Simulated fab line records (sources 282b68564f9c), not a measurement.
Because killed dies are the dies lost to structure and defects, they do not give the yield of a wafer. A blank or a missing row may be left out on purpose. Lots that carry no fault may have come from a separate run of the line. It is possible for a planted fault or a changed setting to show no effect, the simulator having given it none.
Split-lot experiment ; flow rit-cmos ; route with 202 steps; 5 lots, 23 wafers read

THE SPLIT
At RIT_PLDD_IMPLANT_08, the setting energy-kev was moved away from the recipe's 20 on 8 of the 23 wafers read, by -5.8% to -2.5%. This setting was run at the recipe's value on the other wafers.

FROM THE SPLIT TO THE READING: what the file shows between them, 2 steps
- RIT_NSD_IMPLANT_08 (also split here: energy-kev)
- RIT_NSD_STRIP_09: strips in O2, time 180 s

THE READING
Measured at RIT_SDANNEAL_RS_MEAS_06 by four-point probe: PLDD_RS, in ohm/sq. A value of 178.9 ohm/sq with a standard deviation of 0.53 ohm/sq is what fault-free wafers of this fab line usually give.

wafer;tool, chamber at the split;energy-kev as run;against the recipe;PLDD_RS, ohm/sq;against lot-mates on the recipe
L074.1;implanter-02, 0;20;recipe;179.3;-
L074.2;implanter-02, 0;20;recipe;179.5;-
L074.4;implanter-02, 0;20;recipe;179.6;-
L074.5;implanter-02, 0;20;recipe;179.1;-
L074.6;implanter-02, 0;20;recipe;179.0;-
L076.1;implanter-04, 0;20;recipe;178.6;-
L076.2;implanter-04, 0;19.5;-2.5%;180.2;+1.5
L076.3;implanter-04, 0;19.5;-2.5%;180.6;+1.9
L076.5;implanter-04, 0;20;recipe;178.9;-
L076.6;implanter-04, 0;20;recipe;178.5;-
L077.3;implanter-02, 0;20;recipe;178.8;-
L077.4;implanter-02, 0;20;recipe;178.4;-
L077.5;implanter-02, 0;20;recipe;178.4;-
L079.1;implanter-01, 0;19.4;-3.0%;181.1;+2.2
L079.2;implanter-01, 0;19.4;-3.0%;181.1;+2.2
L079.3;implanter-01, 0;20;recipe;179.3;-
L079.5;implanter-01, 0;19.4;-3.0%;181.6;+2.7
L079.6;implanter-01, 0;20;recipe;178.5;-
L084.1;implanter-02, 0;18.84;-5.8%;182.4;+3.5
L084.2;implanter-02, 0;20;recipe;178.8;-
L084.4;implanter-02, 0;20;recipe;178.9;-
L084.5;implanter-02, 0;18.84;-5.8%;182.2;+3.3
L084.6;implanter-02, 0;18.84;-5.8%;183.4;+4.5

FIT RESULTS
A straight line over all 23 wafers: PLDD_RS changes by -0.666 ohm/sq for each +1% of energy-kev; r = -0.96; the points scatter about the line by 0.42 ohm/sq.
The same after taking each lot's own level away (the mean of its wafers on the recipe; 23 wafers): -0.68 ohm/sq for each +1%; r = -0.98; scatter 0.32 ohm/sq.
Per that fit: largest energy-kev move, reading shift of 3.9 ohm/sq.
The span of the lots' own levels, 178.53 to 179.30 ohm/sq, comes to 1.4 times the standard deviation stated above.
Hence the lot-to-lot level has little effect on the slope; both slopes agree.
Check: +4.11 ohm/sq against its lot-mates is what the line predicts for one of the wafers moved furthest among these (-5.8%) when that wafer is left out of the fit. Against them it came out at +3.55 ohm/sq.

OTHER SPLITS APPLIED TO THESE WAFERS
Before the reading, these wafers also passed through other splits. Each is held against what the fit with the lots' levels taken away leaves over:
other split on the same wafers;wafers away from the commonest value;r with PLDD_RS (lot level and that fit taken away)
RIT_ACTIVE_OXIDATION_01 temp-c;15;-0.27
RIT_ACTIVE_CVD_03 nh3-flow-sccm;18;+0.13
RIT_ACTIVE_DEVELOP_10 develop-time-s;8;-0.11
RIT_NWELL_IMPLANT_08 energy-kev;6;-0.28
RIT_PWELL_COAT_01 resist-thk-nm;8;-0.37
RIT_PWELL_SOFTBAKE_02 temp-c;9;+0.25
RIT_PRETRO_COAT_01 resist-thk-nm;7;-0.28
RIT_PRETRO_IMPLANT_08 dose-cm2;5;-0.25
RIT_NLDD_COAT_01 resist-thk-nm;7;+0.14
RIT_NLDD_HARDBAKE_07 temp-c;2;+0.20
RIT_NSD_IMPLANT_08 energy-kev;7;-0.23

THE WHOLE CHAIN: every reading that the file lists as answering this split, in the file's order
step;what it does;reading;change (the file's fit);r (the file's)
RIT_PLDD_IMPLANT_08;;implant.rp-nm (the simulator's own value, which no gauge read);+0.138 nm for each +1% of the setting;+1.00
RIT_PLDD_IMPLANT_08;;implant.drp-nm (the simulator's own value, which no gauge read);+0.069 nm for each +1% of the setting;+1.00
RIT_SDANNEAL_RS_MEAS_06;measures by four-point-probe;PLDD_RS;-0.688 for each +1% of the setting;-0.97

FILE'S OWN FIT
PLDD_RS changes by -0.688 ohm/sq for each +1% of energy-kev, r = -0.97.
